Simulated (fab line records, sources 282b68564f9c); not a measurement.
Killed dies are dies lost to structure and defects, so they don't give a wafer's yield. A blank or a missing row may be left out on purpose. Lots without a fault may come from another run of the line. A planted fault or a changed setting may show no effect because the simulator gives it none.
Split-lot experiment | flow rit_cmos | 5 lots, 23 wafers read, on a route of 202 steps

THE SPLIT
At RIT_ACTIVE_COAT_06 (resist thk 1000 nm), the setting resist_thk_nm was moved away from the recipe's 1000 nm on 9 of the 23 wafers read, by -4.8% to +5.0%. The other wafers ran this setting at the recipe's value.

FROM THE SPLIT TO THE READING: what the file shows between them, 8 steps
- RIT_ACTIVE_SOFTBAKE_07: time 60 s
- RIT_ACTIVE_EXPOSE_08: exposes mask M1, target cd 1400 nm
- RIT_ACTIVE_PEB_09
- RIT_ACTIVE_DEVELOP_10: develop time 48.04 s
- RIT_ACTIVE_CD_MEAS_11: target cd 1400 nm
- RIT_ACTIVE_HARDBAKE_12: time 60 s (also split here: temp_c)
- RIT_ACTIVE_ETCH_13: etches Si3N4 in SF6, stops on SiO2, time 210 s, target depth 210 nm
- RIT_ACTIVE_STRIP_14: strips in O2, time 180 s (also split here: pressure_mtorr)

THE READING
cd_nm, in nm, at RIT_ACTIVE_CD_MEAS_90 (target cd 1400 nm). Fault-free wafers of this fab line usually give 1400.0 nm, standard deviation 2.3 nm.

wafer  | tool, chamber at the split | resist_thk_nm as run, nm | against the recipe | cd_nm, nm | against lot-mates on the recipe
L074.1 | litho_track-01, 0          | 952                      | -4.8%              | 1397.5    | -4.5
L074.2 | litho_track-01, 0          | 1000                     | recipe             | 1400.5    | -
L074.3 | litho_track-01, 0          | 952                      | -4.8%              | 1396.5    | -5.5
L074.5 | litho_track-01, 0          | 952                      | -4.8%              | 1397.0    | -5.0
L074.6 | litho_track-01, 0          | 1000                     | recipe             | 1403.6    | -
L075.1 | litho_track-03, 0          | 1000                     | recipe             | 1401.4    | -
L075.2 | litho_track-03, 0          | 1000                     | recipe             | 1399.7    | -
L075.4 | litho_track-03, 0          | 1036                     | +3.6%              | 1406.6    | +5.9
L075.5 | litho_track-03, 0          | 1036                     | +3.6%              | 1405.9    | +5.2
L075.6 | litho_track-03, 0          | 1000                     | recipe             | 1401.1    | -
L076.1 | litho_track-02, 0          | 1000                     | recipe             | 1396.7    | -
L076.2 | litho_track-02, 0          | 981.3                    | -1.9%              | 1396.9    | -0.3
L076.3 | litho_track-02, 0          | 1000                     | recipe             | 1397.5    | -
L076.4 | litho_track-02, 0          | 981.3                    | -1.9%              | 1395.7    | -1.5
L076.5 | litho_track-02, 0          | 1000                     | recipe             | 1397.3    | -
L082.2 | litho_track-03, 0          | 1000                     | recipe             | 1399.4    | -
L082.3 | litho_track-03, 0          | 1000                     | recipe             | 1400.4    | -
L082.4 | litho_track-03, 0          | 1000                     | recipe             | 1401.1    | -
L082.5 | litho_track-03, 0          | 1050                     | +5.0%              | 1407.3    | +7.0
L082.6 | litho_track-03, 0          | 1050                     | +5.0%              | 1404.6    | +4.3
L084.2 | litho_track-03, 0          | 1000                     | recipe             | 1400.7    | -
L084.3 | litho_track-03, 0          | 1000                     | recipe             | 1400.4    | -
L084.6 | litho_track-03, 0          | 1000                     | recipe             | 1400.6    | -

THE FIT
A straight line over all 23 wafers: cd_nm changes by +1.07 nm for each +1% of resist_thk_nm; r = +0.83; the points scatter about the line by 1.9 nm.
The same after taking each lot's own level away (the mean of its wafers on the recipe; 23 wafers): +1.13 nm for each +1%; r = +0.95; scatter 0.96 nm.
On that fit, the largest move of resist_thk_nm shifts the reading by 5.7 nm.
The lots' own levels span 1397.17 to 1402.05 nm, that is 2.1 times the standard deviation above.
So the lot-to-lot level changes the slope little: the two slopes agree.
Check: with one of the wafers moved furthest among these (+5.0%) left out of the fit, the line predicts +5.68 nm for it against its lot-mates. It came out at +7 nm against them.

OTHER SPLITS ON THESE WAFERS
These wafers also went through other splits before the reading. Each is held against what the fit with the lots' levels taken away leaves over:
other split on the same wafers     | wafers away from the commonest value | r with cd_nm (lot level and that fit taken away)
RIT_ACTIVE_HARDBAKE_12 temp_c      | 5                                    | -0.03
RIT_ACTIVE_STRIP_14 pressure_mtorr | 18                                   | +0.20

THE WHOLE CHAIN: every reading that the file lists as answering this split, in the file's order
step                   | what it does                                                        | reading                                                                           | change (the file's fit)              | r (the file's)
RIT_ACTIVE_COAT_06     | resist thk 1000 nm                                                  | NOVOLAK_of_ACTIVE_COAT_06.thk_nm (the simulator's own value, which no gauge read) | +10 nm for each +1% of the setting   | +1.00
RIT_ACTIVE_CD_MEAS_11  | target cd 1400 nm                                                   | cd_nm                                                                             | +1.14 nm for each +1% of the setting | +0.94
RIT_ACTIVE_HARDBAKE_12 | time 60 s                                                           | NOVOLAK_of_ACTIVE_COAT_06.thk_nm (the simulator's own value, which no gauge read) | +8.49 nm for each +1% of the setting | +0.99
RIT_ACTIVE_ETCH_13     | etches Si3N4 in SF6, stops on SiO2, time 210 s, target depth 210 nm | NOVOLAK_of_ACTIVE_COAT_06.thk_nm (the simulator's own value, which no gauge read) | +8.26 nm for each +1% of the setting | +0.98
RIT_ACTIVE_CD_MEAS_90  | target cd 1400 nm                                                   | cd_nm                                                                             | +1.14 nm for each +1% of the setting | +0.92

THE FILE'S OWN FIT
cd_nm changes by +1.14 nm for each +1% of resist_thk_nm, r = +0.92.
